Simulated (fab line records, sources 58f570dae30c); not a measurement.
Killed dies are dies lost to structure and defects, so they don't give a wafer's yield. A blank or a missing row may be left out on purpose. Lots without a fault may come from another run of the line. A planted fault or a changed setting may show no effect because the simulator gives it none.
Which tool did it? | flow berkeley_cmos170 | 7 lots, 21 wafers sampled, at 2 steps of a route of 331

WHAT THE GAUGES READ, wafer by wafer
UCB170_PWELL_TW_MEAS_17.
lot  | measured    | on            | PWELL_TW
L117 | day 3 17:03 | film_metro-01 | 381.9 383.7 383.0
L121 | day 4 07:47 | film_metro-02 | 383.9 385.0 385.5
L124 | day 4 15:03 | film_metro-02 | 385.3 385.0 385.2
L129 | day 5 17:31 | film_metro-03 | 468.4 466.5 465.9
L131 | day 6 07:47 | film_metro-01 | 382.6 384.1 385.2
L136 | day 7 05:35 | film_metro-01 | 380.0 380.9 380.6
L137 | day 7 15:02 | film_metro-02 | 386.7 387.4 387.1

WHICH TOOL RAN EACH LOT (tool, then ch and the chambers of the sampled wafers, then the start)
lot  | UCB170_PWELL_IMPLANT_15
L117 | implanter-01 ch 0, day 3 16:47
L121 | implanter-04 ch 0, day 4 07:32
L124 | implanter-02 ch 0, day 4 14:48
L129 | implanter-02 ch 0, day 5 16:56
L131 | implanter-04 ch 0, day 6 07:33
L136 | implanter-01 ch 0, day 7 05:16
L137 | implanter-04 ch 0, day 7 14:47
- UCB170_PWELL_IMPLANT_15

THE ANSWER, worked out from the rows above alone
Rule: what is usual is taken from the lots themselves. Put in order of their means at a reading, lots are off if they are a third of the lots or fewer, leave a main group of 4 or more, and stand apart from it by a gap of 3 or more times the standard deviation of the main group's means; of several such gaps the widest counts. A main group whose means are all the same, to the digits that the tables above print for the reading, isn't used. A lot without any number at a reading at which 4 lots or more have one is off too. The other lots that the step has rows for count as sound.
Off: L129, at UCB170_PWELL_TW_MEAS_17 (PWELL_TW). The main group: mean 384.1, standard deviation 2.
A tool fits if, at a process step before that reading, it ran every lot that is off, and no sound lot after the first of them. The gauges at UCB170_PWELL_TW_MEAS_17 are tried like those tools. Can't be told from this: 2 tools fit, implanter-02 at UCB170_PWELL_IMPLANT_15, film_metro-03 at UCB170_PWELL_TW_MEAS_17.

WHAT THE SIMULATOR HAD PUT IN
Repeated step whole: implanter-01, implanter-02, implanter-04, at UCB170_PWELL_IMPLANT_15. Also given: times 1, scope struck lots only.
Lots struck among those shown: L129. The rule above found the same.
